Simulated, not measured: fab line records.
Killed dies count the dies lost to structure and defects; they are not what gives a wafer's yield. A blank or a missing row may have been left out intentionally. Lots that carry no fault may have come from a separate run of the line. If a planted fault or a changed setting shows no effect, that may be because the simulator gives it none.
8D (eight disciplines) problem report, filled in by code	flow rit_cmos	the parts of the form that need people (team, actions taken, sign-off) are left out

== 1. THE ISSUE ==
cathode_dc_power_W at RIT_M1_SPUTTER_00 reads a mean of 1951.5 W on 3 wafers of 1 lot; wafers without a fault read 2000.0 W with a standard deviation of 0.34. That is -99 or more standard deviations from the usual mean.
The step: material Al, target thk 400 nm, time 500 s.
The first sign was on wafer L558.1 at day 6 15:17, on pvd_sputter-04. The record has a number at this step for 15 wafers belonging to 5 lots. Rule for "out", or "out of limits": more than 4 standard deviations from the usual mean. Any other wafer with a number is counted as sound.

== 2. WHAT IT IS; WHAT IT IS NOT ==
question	is	is not
which readings at this step	cathode_dc_power_W	throttle_valve_pct
which lots	L558	L548, L553, L561, L563
which wafers of those lots	all that have a number	-
read on which tools	pvd_sputter-04	pvd_sputter-02, pvd_sputter-03
when	from day 6 15:17	up to then (6 sound wafers); but 6 sound wafers of L561, L563 came after

== 3. WHAT RULES OUT EACH SUSPECT ==
Counting: any tool at a process step up to the reading is kept as a suspect provided that every lot that is out went through it and no sound lot did after the first of them.
- rie_diel-03 at RIT_CONTACT_ETCH_11 (etches SiO2 in CHF3/CF4/Ar, stops on TiSi2, target depth 480 nm, time 320 s): ruled out as a lasting fault. Following L558 (day 6 14:20), the first lot on it that is out, the sound lots L561 were run on it.
- plasma_asher-01 at RIT_CONTACT_STRIP_12 (strips in O2, time 180 s): ruled out as a lasting fault. Following L558 (day 6 14:32), the first lot on it that is out, the sound lots L561 were run on it.
- pvd_sputter-04 at RIT_M1_SPUTTER_00 (material Al, target thk 400 nm, time 500 s): kept. It ran the lot that is out, L558 (day 6 15:17), and no sound lot after that; its last sound lot up to then is L548 (day 4 12:58). Its own cathode_dc_power_W readings are out on those wafers.
Remaining after the count: pvd_sputter-04 at RIT_M1_SPUTTER_00.

== 4. THE CAUSE (what the simulator had put in) ==
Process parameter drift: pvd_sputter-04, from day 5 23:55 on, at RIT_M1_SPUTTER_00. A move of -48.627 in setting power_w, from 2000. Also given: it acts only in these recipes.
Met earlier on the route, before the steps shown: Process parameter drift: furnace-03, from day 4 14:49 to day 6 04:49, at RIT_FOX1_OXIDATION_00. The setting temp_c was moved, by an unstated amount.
Only this tool survived the counting.

== 5. SEQUENCE OF EFFECTS, ordered by route ==
Each row: a reading where the mean over the struck wafers with a number is more than 3 standard deviations away from the usual. Only readings for which the record gives a usual standard deviation are gone through. hours: the time from each lot's start at the first step in this table that gives one to its start at this step, as a median over the lots. sigmas: the change in usual standard deviations.
hours	step	reading	usual	on struck wafers	change	sigmas
0	RIT_M1_SPUTTER_00	cathode_dc_power_W	2000.0 W	1951.5	-48.5	-99 or more
Process steps it contains:
- RIT_M1_SPUTTER_00: material Al, target thk 400 nm, time 500 s.
Later measuring or inspecting steps at which every struck wafer that the step has a row for has a number for every such reading, and none has moved that far: RIT_M1_RS_MEAS_01, RIT_M1_THK_MEAS_02, RIT_M1_CD_MEAS_09, RIT_M1_OVL_MEAS_10.

== 6. HOW IT WOULD HAVE BEEN CAUGHT EARLIER ==
In this record no reading fell out of limits until day 6 15:17, 15 hours after the fault had begun at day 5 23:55.
